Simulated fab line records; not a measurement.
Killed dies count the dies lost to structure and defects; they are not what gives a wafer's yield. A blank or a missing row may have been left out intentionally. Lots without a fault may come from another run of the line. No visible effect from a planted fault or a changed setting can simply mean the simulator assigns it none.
Split-lot study ; flow rit cmos ; on a route of 202 steps: 5 lots, 27 wafers read

THE SPLIT
At RIT_FOX1_OXIDATION_00 (target thk 350.7 nm, ox time 1130 s), the setting ox time s was moved away from the recipe's 1130 s on 18 of the 27 wafers read, by -53.0% to +33.4%. The other wafers ran this setting at the recipe's value.

No step appears in the file between the split and the reading.

THE READING
At RIT_FOX1_THK_MEAS_01: FOX1_OXIDE_THK, given in nm. A value of 353 nm with a standard deviation of 5.2 nm is what fault-free wafers of this fab line usually give.

wafer;tool, chamber at the split;ox time s as run, s;against the recipe;FOX1_OXIDE_THK, nm;against lot-mates on the recipe
L074.1;-, -;936.1;-17.2%;317;no lot-mate on the recipe
L074.2;-, -;936.1;-17.2%;314;no lot-mate on the recipe
L074.3;-, -;936.1;-17.2%;315;no lot-mate on the recipe
L074.4;-, -;936.1;-17.2%;319;no lot-mate on the recipe
L074.5;-, -;936.1;-17.2%;315;no lot-mate on the recipe
L074.6;-, -;936.1;-17.2%;318;no lot-mate on the recipe
L075.1;-, -;1507;+33.4%;419;no lot-mate on the recipe
L075.2;-, -;1507;+33.4%;417;no lot-mate on the recipe
L075.3;-, -;1507;+33.4%;419;no lot-mate on the recipe
L075.4;-, -;1507;+33.4%;413;no lot-mate on the recipe
L075.5;-, -;1507;+33.4%;418;no lot-mate on the recipe
L075.6;-, -;1507;+33.4%;420;no lot-mate on the recipe
L078.1;-, -;1130;recipe;345;-
L078.2;-, -;1130;recipe;352;-
L078.3;-, -;1130;recipe;353;-
L078.4;-, -;1130;recipe;347;-
L078.5;-, -;1130;recipe;355;-
L078.6;-, -;1130;recipe;348;-
L083.4;furnace-04, 0;1130;recipe;350;-
L083.5;furnace-04, 0;1130;recipe;354;-
L083.6;furnace-04, 0;1130;recipe;359;-
L084.1;-, -;531;-53.0%;228;no lot-mate on the recipe
L084.2;-, -;531;-53.0%;229;no lot-mate on the recipe
L084.3;-, -;531;-53.0%;232;no lot-mate on the recipe
L084.4;-, -;531;-53.0%;225;no lot-mate on the recipe
L084.5;-, -;531;-53.0%;232;no lot-mate on the recipe
L084.6;-, -;531;-53.0%;229;no lot-mate on the recipe

FIT RESULTS
A straight line over all 27 wafers: FOX1_OXIDE_THK changes by +2.18 nm for each +1% of ox time s; r = +1.00; the points scatter about the line by 5 nm.
Too few moved wafers with a lot-mate on the recipe to fit a line net of each lot's own level.

THE WHOLE CHAIN: every reading that the file lists as answering this split, in the file's order
step;what it does;reading;change (the file's fit);r (the file's)
RIT_FOX1_OXIDATION_00;target thk 350.7 nm, ox time 1130 s;SiO2_of_FOX1_OXIDATION_00.thk nm (the simulator's own value, which no gauge read);+2.18 nm for each +1% of the setting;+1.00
RIT_FOX1_THK_MEAS_01;;FOX1_OXIDE_THK;+2.18 for each +1% of the setting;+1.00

THE FILE'S OWN FIT
FOX1_OXIDE_THK changes by +2.18 nm for each +1% of ox time s, r = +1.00.
